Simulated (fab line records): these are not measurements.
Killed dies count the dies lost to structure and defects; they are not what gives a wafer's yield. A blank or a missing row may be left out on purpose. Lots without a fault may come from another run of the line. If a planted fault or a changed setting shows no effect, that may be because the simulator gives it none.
Which tool is to blame? / flow berkeley_cmos170 / 7 lots with 21 wafers sampled at 2 steps, on a route of 331 steps

== WHAT EACH GAUGE READ, for each wafer ==
UCB170_CONTACT_CD_MEAS_15: the cd target is 700 nm.
lot=L559; measured=day 7 17:19; on=cd_sem-02; cd_nm (nm)=697.7 697.7 697.4
lot=L560; measured=day 7 19:27; on=cd_sem-01; cd_nm (nm)=700.2 700.4 700.2
lot=L563; measured=day 8 04:10; on=cd_sem-01; cd_nm (nm)=702.9 703.1 703.4
lot=L566; measured=day 8 21:02; on=cd_sem-01; cd_nm (nm)=700.3 700.1 701.3
lot=L571; measured=day 9 16:07; on=cd_sem-02; cd_nm (nm)=699.9 701.9 701.2
lot=L574; measured=day 10 05:36; on=cd_sem-02; cd_nm (nm)=698.6 700.6 700.3
lot=L581; measured=day 11 22:19; on=cd_sem-01; cd_nm (nm)=699.2 699.2 698.7

== TOOL THAT RAN EACH LOT (tool first, then ch and the chambers of the sampled wafers, then the start) ==
lot=L559; UCB170_SILICIDE_SPUTTER_01=pvd_sputter-02, day 7 13:19
lot=L560; UCB170_SILICIDE_SPUTTER_01=pvd_sputter-02, day 7 14:07
lot=L563; UCB170_SILICIDE_SPUTTER_01=pvd_sputter-02, day 7 23:50
lot=L566; UCB170_SILICIDE_SPUTTER_01=pvd_sputter-03, day 8 14:29
lot=L571; UCB170_SILICIDE_SPUTTER_01=pvd_sputter-03, day 9 11:28
lot=L574; UCB170_SILICIDE_SPUTTER_01=pvd_sputter-02, day 10 01:27
lot=L581; UCB170_SILICIDE_SPUTTER_01=pvd_sputter-01, day 11 17:30
- UCB170_SILICIDE_SPUTTER_01: material Ti, target thk 30 nm, time 25 s.

== THE ANSWER, worked out from the rows above alone ==
Rule: usual is defined by the lots themselves. The widest of any qualifying gaps counts: lots, ordered by their means at a reading, are off when they make up no more than a third of the lots, leave a main group of 4 or more, and stand apart from it by 3 or more times the standard deviation of that group's means. The tables above print the reading to a certain number of digits; a main group whose means all agree to those digits is not used. Also off: a lot with no number at a reading for which 4 or more lots have one. Any other lot the step has rows for is counted as sound.
Nothing can be told from this: no lot is off at any reading shown.

== WHAT THE SIMULATOR HAD INSERTED ==
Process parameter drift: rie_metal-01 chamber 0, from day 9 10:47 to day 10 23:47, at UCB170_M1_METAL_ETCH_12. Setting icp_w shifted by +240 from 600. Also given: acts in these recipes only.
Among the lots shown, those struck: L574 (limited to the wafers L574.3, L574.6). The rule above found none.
